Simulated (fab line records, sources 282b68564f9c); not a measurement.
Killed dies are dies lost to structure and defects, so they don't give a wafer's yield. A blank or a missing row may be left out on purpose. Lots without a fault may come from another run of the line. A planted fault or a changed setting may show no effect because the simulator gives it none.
Split-lot experiment | flow rit_cmos | 5 lots, 23 wafers read, on a route of 202 steps

THE SPLIT
At RIT_NSD_COAT_01 (resist thk 1000 nm), the setting spin_rpm was moved away from the recipe's 3250 rpm on 7 of the 23 wafers read, by -7.3% to +3.4%. The other wafers ran this setting at the recipe's value.

FROM THE SPLIT TO THE READING: what the file shows between them, 3 steps
- RIT_NSD_SOFTBAKE_02: time 60 s
- RIT_NSD_EXPOSE_03: exposes mask M9, target cd 40700 nm
- RIT_NSD_DEVELOP_05: develop time 50 s

THE READING
NOVOLAK_of_NSD_COAT_01.thk_nm (the simulator's own value, which no gauge read), in nm, at RIT_NSD_HARDBAKE_07 (time 60 s). The file gives no usual value for it. The 16 wafers here that ran the recipe average 883.7 nm, standard deviation 1.3 nm.

wafer  | tool, chamber at the split | spin_rpm as run, rpm | against the recipe | NOVOLAK_of_NSD_COAT_01.thk_nm, nm | against lot-mates on the recipe
L075.1 | litho_track-01, 0          | 3250                 | recipe             | 884.7                             | -
L075.2 | litho_track-01, 0          | 3013                 | -7.3%              | 917.1                             | +33.1
L075.3 | litho_track-01, 0          | 3250                 | recipe             | 883                               | -
L075.4 | litho_track-01, 0          | 3013                 | -7.3%              | 920.9                             | +36.9
L075.5 | litho_track-01, 0          | 3250                 | recipe             | 884.4                             | -
L076.1 | litho_track-01, 0          | 3250                 | recipe             | 883.8                             | -
L076.3 | litho_track-01, 0          | 3250                 | recipe             | 883.8                             | -
L076.4 | litho_track-01, 0          | 3250                 | recipe             | 883.7                             | -
L076.5 | litho_track-01, 0          | 3250                 | recipe             | 884.5                             | -
L076.6 | litho_track-01, 0          | 3250                 | recipe             | 885.8                             | -
L079.1 | litho_track-03, 0          | 3250                 | recipe             | 882.4                             | -
L079.3 | litho_track-03, 0          | 3360                 | +3.4%              | 868.7                             | -13.0
L079.4 | litho_track-03, 0          | 3360                 | +3.4%              | 866.2                             | -15.5
L079.5 | litho_track-03, 0          | 3250                 | recipe             | 881.1                             | -
L079.6 | litho_track-03, 0          | 3360                 | +3.4%              | 868.2                             | -13.5
L080.3 | litho_track-01, 0          | 3250                 | recipe             | 884.3                             | -
L080.4 | litho_track-01, 0          | 3250                 | recipe             | 885.7                             | -
L080.6 | litho_track-01, 0          | 3250                 | recipe             | 883                               | -
L083.1 | litho_track-04, 0          | 3113                 | -4.2%              | 902.6                             | +19.5
L083.3 | litho_track-04, 0          | 3250                 | recipe             | 883.9                             | -
L083.4 | litho_track-04, 0          | 3113                 | -4.2%              | 903                               | +19.9
L083.5 | litho_track-04, 0          | 3250                 | recipe             | 884.3                             | -
L083.6 | litho_track-04, 0          | 3250                 | recipe             | 881.2                             | -

THE FIT
A straight line over all 23 wafers: NOVOLAK_of_NSD_COAT_01.thk_nm changes by -4.76 nm for each +1% of spin_rpm; r = -0.99; the points scatter about the line by 1.4 nm.
The same after taking each lot's own level away (the mean of its wafers on the recipe; 23 wafers): -4.62 nm for each +1%; r = -1.00; scatter 1.3 nm.
On that fit, the largest move of spin_rpm shifts the reading by 34 nm.
The lots' own levels span 881.75 to 884.33 nm, that is 2.0 times the standard deviation above.
So the lot-to-lot level changes the slope little: the two slopes agree.
Check: with one of the wafers moved furthest among these (-7.3%) left out of the fit, the line predicts +34.4 nm for it against its lot-mates. It came out at +33.1 nm against them.

OTHER SPLITS ON THESE WAFERS
These wafers also went through other splits before the reading. Each is held against what the fit with the lots' levels taken away leaves over:
other split on the same wafers     | wafers away from the commonest value | r with NOVOLAK_of_NSD_COAT_01.thk_nm (lot level and that fit taken away)
RIT_GATE_DEVELOP_15 develop_time_s | 10                                   | -0.48
RIT_NLDD_IMPLANT_08 energy_kev     | 8                                    | -0.01
RIT_PLDD_HARDBAKE_07 temp_c        | 10                                   | +0.14

THE WHOLE CHAIN: every reading that the file lists as answering this split, in the file's order
step                | what it does       | reading                                                                        | change (the file's fit)              | r (the file's)
RIT_NSD_COAT_01     | resist thk 1000 nm | NOVOLAK_of_NSD_COAT_01.thk_nm (the simulator's own value, which no gauge read) | -5.35 nm for each +1% of the setting | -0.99
RIT_NSD_HARDBAKE_07 | time 60 s          | NOVOLAK_of_NSD_COAT_01.thk_nm (the simulator's own value, which no gauge read) | -4.68 nm for each +1% of the setting | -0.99

THE FILE'S OWN FIT
NOVOLAK_of_NSD_COAT_01.thk_nm changes by -4.68 nm for each +1% of spin_rpm, r = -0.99.
